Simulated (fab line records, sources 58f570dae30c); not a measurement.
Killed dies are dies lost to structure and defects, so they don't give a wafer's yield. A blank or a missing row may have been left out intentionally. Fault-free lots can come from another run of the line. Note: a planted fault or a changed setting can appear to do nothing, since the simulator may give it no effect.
Problem report in the 8D (eight disciplines) form, filled by code	flow berkeley_cmos170	the parts of the form that need people (team, actions taken, sign-off) are left out

## 1. THE PROBLEM
Wafers without a fault read 56.80 W, standard deviation 0.045; heater_power_total_W at UCB170_M2_PEB_13 reads a mean of 58.51 W on 6 wafers belonging to 2 lots. That is +38 standard deviations from the usual mean.
Seen first at day 9 14:55 on litho_track-03, wafer L475.1. The record has a number at this step for 42 wafers belonging to 14 lots. Rule for "out" (also "out of limits"): further than 4 standard deviations from the usual mean. Any other wafer with a number is counted as sound.

## 2. WHAT IT IS, WHAT IT ISN'T
question	is	is not
which readings at this step	heater_power_total_W	-
which lots	L475, L480	L470, L471, L472, L473, L476, L483, L485, L486, L487, L488, L489, L491
which wafers of those lots	all that have a number	-
read on which tools	litho_track-03	litho_track-01, litho_track-04
when	from day 9 14:55	up to then (12 sound wafers); but 24 sound wafers of L476, L483, L485, L486, L487, L488, L489, L491 came after

## 3. WHAT RULES OUT EACH SUSPECT
Counting: a tool stays on the suspect list if, at a process step up to the reading, it processed all lots that are out and no sound lot following the first of them.
- pvd_sputter-02 at UCB170_SILICIDE_SPUTTER_01 (material Ti, target thk 30 nm, time 25 s): kept. Every lot that is out went through it, starting with L475 (day 8 21:36), and after that it ran no sound lot; the last sound lot it ran before then is L471 (day 8 01:46).
- rie_diel-03 at UCB170_CONTACT_ETCH_18 (etches PSG in CHF3/CF4/Ar, stops on TiSi2, target depth 840 nm, time 195 s): ruled out as a lasting fault. After its first lot that is out, L475 (day 9 14:55), sound lots L476, L486, L487, L491 ran on it. Because UCB170_CONTACT_ETCH_18 lacks a start for some lots, the hours and order of its lots are taken from UCB170_M2_PEB_13.
- litho_track-03 at UCB170_M2_PEB_13: kept. Every lot that is out went through it, starting with L475 (day 9 14:55), and after that it ran no sound lot; the last sound lot it ran before then is L471 (day 8 19:13). Out on those wafers are its own readings of heater_power_total_W.
Remaining after the count are pvd_sputter-02 at UCB170_SILICIDE_SPUTTER_01 and litho_track-03 at UCB170_M2_PEB_13.

## 4. THE CAUSE (what the simulator had put in)
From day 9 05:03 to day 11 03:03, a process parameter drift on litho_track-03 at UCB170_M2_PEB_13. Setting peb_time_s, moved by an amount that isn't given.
Counting left 2 suspects, and this tool is among them.

## 5. THE EFFECT CHAIN, in route order
Each row: a reading where the mean over the struck wafers with a number is more than 3 standard deviations away from the usual. Scope: only readings with a usual standard deviation given in the record; hours: median across lots of the time from each lot's start at the first step in this table that gives one to its start at this step; sigmas: change in usual standard deviations.
hours	step	reading	usual	on struck wafers	change	sigmas
0	UCB170_M2_PEB_13	heater_power_total_W	56.80 W	58.51	+1.71	+38
0	UCB170_M2_CD_MEAS_15	cd_nm	699.6 nm	704.5	+4.9	+3.1
The process steps in it:
- UCB170_M2_PEB_13
Later measuring or inspecting steps at which every struck wafer that the step has a row for has a number for every such reading, and none has moved that far: UCB170_V2_OVL_MEAS_13.

## 6. HOW IT WOULD HAVE BEEN CAUGHT EARLIER
First out-of-limits reading in this record: day 9 14:55, which is 10 hours after fault onset at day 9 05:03.
